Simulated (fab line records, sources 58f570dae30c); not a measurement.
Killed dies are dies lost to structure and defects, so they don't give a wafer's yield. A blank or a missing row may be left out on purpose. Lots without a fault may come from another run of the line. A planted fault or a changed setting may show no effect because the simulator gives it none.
Chamber matching | flow berkeley_cmos170 | UCB170_V2_ETCH_14 on rie_diel-01: 4 sister chambers
The step etches SiO2 in CHF3/CF4/Ar, stops on Al, target depth 1250 nm, time 291 s. 8 wafers are shown with their chamber, then 7 later ones without.

WAFERS WITH THEIR CHAMBER
wafer  | chamber | throttle_valve_pct (%) | oes_product_au (a.u.)
L892.1 | 2       | 7.10                   | 0.861
L892.5 | 3       | 6.82                   | 0.853
L897.6 | 1       | 6.93                   | 0.875
L896.1 | 1       | 6.92                   | 0.872
L896.5 | 3       | 6.82                   | 0.852
L896.6 | 0       | 7.02                   | 0.851
L898.1 | 0       | 7.00                   | 0.854
L898.4 | 2       | 7.12                   | 0.862

WAFERS WITHOUT THEIR CHAMBER
wafer  | throttle_valve_pct (%) | oes_product_au (a.u.)
L898.6 | 7.10                   | 0.857
L903.1 | 7.09                   | 0.861
L903.2 | 6.94                   | 0.884
L903.4 | 6.82                   | 0.853
L911.2 | 6.92                   | 0.880
L911.5 | 7.00                   | 0.851
L911.6 | 6.81                   | 0.850

WHICH CHAMBER EACH WENT THROUGH
wafer  | from the rows above | in truth
L898.6 | 2                   | 2
L903.1 | 2                   | 2
L903.2 | 1                   | 1
L903.4 | 3                   | 3
L911.2 | 1                   | 1
L911.5 | 0                   | 0
L911.6 | 3                   | 3
Placed correctly: 7 of 7. Can't be placed from these rows: 0. Placed wrongly: 0.
How it was worked out, from the rows above alone: a wafer's distance from a chamber is the root of the sum, over the readings, of the square of ((its reading less the chamber's mean) divided by the reading's scatter). The wafer belongs to the nearest chamber; if the next one is less than 2 further off, it can't be placed. A chamber's mean is the mean of its shown wafers. The scatter: the root of (the sum of the squares of (reading less its chamber's mean) over the shown wafers, divided by (wafers less chambers)).
